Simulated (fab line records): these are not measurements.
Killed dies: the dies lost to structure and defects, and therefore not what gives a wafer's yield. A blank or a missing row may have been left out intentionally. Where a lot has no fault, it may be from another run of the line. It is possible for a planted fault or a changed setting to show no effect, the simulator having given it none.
fab line records    flow rit_cmos
[record] lots = 13  wafers = 39  last_day = 7
route steps=202 shown ACTIVE@4
lots with no fault: from the same line, run without faults
start_h: the number of hours between the record's first day and the start of the first shown wafer of the lot    wait_h: hours from the lot's prior step to this one    " same as the row above    L1.1+2: a single row standing in for several wafers    - no value, or no start was given    * or withheld: withheld    < > ~ a bound
route shown NAME@n: names a module that has steps shown in the file, with the first one's number in the route    usual: mean and standard deviation over wafers with no fault    same: alike in all rows    chamber/n: place in a boat    sites: readings site by site    _std_site: how widely they spread, as a standard deviation    _edge_site: inner sites' mean taken away from outer sites' mean    radius_mm: how far each site lies from the wafer's centre    mask NAME#n: copy n    behind: tool/chamber where the wafer was last shaped    hold: the reason the lot was held/the length of the hold in hours/how it ended    device: whichever transistor did not switch (one of n, p or np)    end of line: tests of these same wafers at the route's end    where a step has no rows: the recipe by itself    killed: dies lost to structure and defects at the first sort, not the wafer's yield    map: per-die view of a wafer (x killed, . not killed, _ where there is no die)
set.NAME: the setting as run; set.NAME@STEP: as run at that earlier step    model.NAME: the simulator's own value behind a step, which no gauge read
the route's steps for a sample of lots (tables are steps, rows are wafers)
services: when a tool's chamber went out of use (start_h, in hours from the record's first day, below 0 if earlier), for how many hours, and the reason
[[steps]]
[step RIT_ACTIVE_CVD_03]
[recipe] material = Si3N4  target_thk_nm = 150  temp_c = 810  precursor = SiH2Cl2/NH3  time_s = 1500  pressure_mtorr = 305.7  sih2cl2_flow_sccm = 60  nh3_flow_sccm = 150
lot.wafer   tool      chamber  start_h  wait_h
L924.3+4+5  lpcvd-01  0        12.11    0.0
L925.3+4+6  lpcvd-02  0        17.11    0.0
L926.1+2+6  lpcvd-01  1        22.11    0.1
L928.2+4+5  lpcvd-01  0        32.11    0.0
L931.1+5+6  lpcvd-02  0        47.67    0.1
L935.3+5+6  lpcvd-02  0        67.11    0.0
L940.2+3+5  lpcvd-02  1        92.11    0.0
L942.3+5+6  lpcvd-02  0        102.11   0.0
L943.4+5+6  lpcvd-01  0        107.11   0.0
L944.2+3+4  lpcvd-01  0        112.11   0.0
L945.1+4+6  lpcvd-01  1        117.11   0.1
L946.4+5+6  lpcvd-02  1        122.11   0.0
L947.2+4+5  lpcvd-01  0        127.11   0.0
[step RIT_ACTIVE_THK_MEAS_04]
[recipe] reads = Si3N4_of_ACTIVE_CVD_03
[usual] ACTIVE_NITRIDE_THK = 150.9/1.7
lot.wafer  tool           chamber  start_h  wait_h  ACTIVE_NITRIDE_THK[nm]
L924.3     film_metro-02  -        13.55    0.0     151.1
L924.4     "              -        "        "       149.5
L924.5     "              -        "        "       150.0
L925.3     film_metro-01  -        18.55    0.0     151.7
L925.4     "              -        "        "       152.6
L925.6     "              -        "        "       151.0
L926.1     film_metro-01  -        23.53    0.0     151.8
L926.2     "              -        "        "       151.4
L926.6     "              -        "        "       152.6
L928.2     film_metro-04  -        33.54    0.0     99.0
L928.4     "              -        "        "       98.1
L928.5     "              -        "        "       98.3
L931.1     film_metro-02  -        49.09    0.0     151.5
L931.5     "              -        "        "       151.3
L931.6     "              -        "        "       150.9
L935.3     film_metro-04  -        68.55    0.0     153.2
L935.5     "              -        "        "       152.1
L935.6     "              -        "        "       153.6
L940.2     film_metro-01  -        94.25    0.0     154.2
L940.3     "              -        "        "       153.8
L940.5     "              -        "        "       154.3
L942.3     film_metro-01  -        104.26   0.0     153.8
L942.5     "              -        "        "       152.7
L942.6     "              -        "        "       153.0
L943.4     film_metro-01  -        108.56   0.0     150.5
L943.5     "              -        "        "       151.7
L943.6     "              -        "        "       151.0
L944.2     film_metro-02  -        113.54   0.0     150.0
L944.3     "              -        "        "       150.7
L944.4     "              -        "        "       150.2
L945.1     film_metro-02  -        118.53   0.0     152.9
L945.4     "              -        "        "       152.3
L945.6     "              -        "        "       151.5
L946.4     film_metro-02  -        123.56   0.0     151.7
L946.5     "              -        "        "       151.2
L946.6     "              -        "        "       149.8
L947.2     film_metro-02  -        128.54   0.0     149.8
L947.4     "              -        "        "       149.7
L947.5     "              -        "        "       150.7
[step RIT_ACTIVE_ETCH_13]
[recipe] stop_on = SiO2  chemistry = SF6  target = Si3N4  time_s = 210  over_etch_frac = 0.4  SF6_flow_sccm = 200  pressure_mtorr = 260  rf_w = 125  target_depth_a = 2100
[usual] SF6_flow_sccm = 200.1/0.56  drypump_motor_current_A = 5.9/0.46  oes_product_au = 0.825/0.013  throttle_valve_pct = 7.46/0.14
lot.wafer  tool         chamber  start_h  wait_h  SF6_flow_sccm  drypump_motor_current_A  oes_product_au  rf_hours_counter_h  throttle_valve_pct
L924.3     rie_diel-01  0        14.83    0.1     200.3          5.6                      0.823           45                  7.57
L924.4     "            1        "        "       200.5          6.4                      0.823           2                   7.48
L924.5     "            1        "        "       200.5          6.4                      0.822           -                   7.47
L925.3     rie_diel-02  3        19.71    0.1     199.3          5.3                      0.807           26                  7.47
L925.4     "            1        "        "       199.7          6.8                      0.816           81                  7.55
L925.6     "            0        "        "       200.0          5.6                      0.837           -                   7.52
L926.1     rie_diel-02  0        24.71    0.1     200.5          5.6                      0.847           19                  7.52
L926.2     "            2        "        "       200.1          6.2                      0.841           98                  7.64
L926.6     "            0        "        "       200.3          5.6                      0.847           -                   7.50
L928.2     rie_diel-01  0        34.83    0.1     200.0          5.6                      0.668           45                  7.55
L928.4     "            3        "        "       199.9          5.4                      0.653           160                 7.63
L928.5     "            1        "        "       200.8          6.4                      0.673           -                   7.47
L931.1     rie_diel-02  2        50.39    0.1     200.0          6.3                      0.842           98                  7.65
L931.5     "            1        "        "       201.4          6.8                      0.803           -                   7.53
L931.6     "            2        "        "       199.9          6.2                      0.839           -                   7.64
L935.3     rie_diel-01  2        69.74    0.1     199.3          5.7                      0.837           95                  7.58
L935.5     "            1        "        "       199.2          6.4                      0.833           -                   7.48
L935.6     "            0        "        "       200.3          5.6                      0.830           -                   7.58
L940.2     rie_diel-01  0        95.59    0.1     200.7          5.6                      0.834           47                  7.57
L940.3     "            2        "        "       200.6          5.7                      0.835           95                  7.59
L940.5     "            1        "        "       200.4          6.4                      0.844           -                   7.48
L942.3     rie_diel-02  2        105.42   0.1     200.1          6.3                      0.851           99                  7.65
L942.5     "            0        "        "       200.1          5.6                      0.849           -                   7.51
L942.6     "            1        "        "       199.8          6.8                      0.809           -                   7.53
L943.4     rie_diel-01  1        109.90   0.1     200.3          6.4                      0.837           -                   7.48
L943.5     "            2        "        "       200.6          5.7                      0.825           -                   7.57
L943.6     "            0        "        "       199.6          5.6                      0.817           -                   7.58
L944.2     rie_diel-04  3        114.83   0.1     199.9          5.3                      0.831           67                  7.25
L944.3     "            0        "        "       200.1          6.3                      0.815           41                  7.22
L944.4     "            2        "        "       199.6          5.7                      0.820           97                  7.22
L945.1     rie_diel-04  0        119.83   0.1     200.6          6.3                      0.820           41                  7.22
L945.4     "            1        "        "       200.8          6.4                      0.832           4                   7.48
L945.6     "            0        "        "       200.1          6.3                      0.812           -                   7.24
L946.4     rie_diel-01  2        124.78   0.1     199.6          5.7                      0.831           -                   7.58
L946.5     "            0        "        "       199.3          5.6                      0.824           -                   7.57
L946.6     "            1        "        "       200.0          6.4                      0.820           -                   7.48
L947.2     rie_diel-02  3        129.88   0.1     200.2          5.3                      0.796           28                  7.46
L947.4     "            0        "        "       199.2          5.6                      0.831           21                  7.51
L947.5     "            2        "        "       199.5          6.2                      0.838           -                   7.63
[[services]]
tool         chamber  start_h  hours  kind
rie_diel-02  1        -4.91    11.7   repair
lpcvd-02     -        -2.98    6.0    pm
rie_diel-01  3        38.81    5.4    repair
rie_diel-02  1        57.73    4.4    repair
rie_diel-04  0        72.50    7.0    repair
lpcvd-02     -        77.63    6.1    pm
rie_diel-01  3        88.32    21.9   repair
rie_diel-01  3        110.20   -      clean
rie_diel-01  3        110.20   16.6   scheduled_down
rie_diel-01  3        110.20   16.6   vent_cycle
rie_diel-02  1        120.70   6.3    repair
[[key]]
[first_sign] step = RIT_ACTIVE_THK_MEAS_04  reading = ACTIVE_NITRIDE_THK  direction = down  sigmas = 32  usual = 150.9  struck = 98.5
[effect] step = RIT_ACTIVE_ETCH_13  reading = oes_product_au  direction = down  sigmas = 12  usual = 0.825  struck = 0.665
met_at RIT_ACTIVE_CVD_03
struck_lots L928
struck_wafers L928.2,L928.4,L928.5
tester_left_out L928
onset_between 12.11 32.11
[fault] kind = process_parameter_drift  tool = lpcvd-01  chamber = 0  onset_h = 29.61  steps = RIT_ACTIVE_CVD_03  channel = target_thk_nm  offset = -49.5  shape = step  end_h = 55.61  acts_in = these_recipes_only  stated = 150
// tester_left_out: of these lots the tester's yield and bins aren't shown, on N5 and GAA mostly nor the transistor test; their killed dies are dies lost to structure and defects alone, not to doping, threshold or leakage, so they don't give the yield
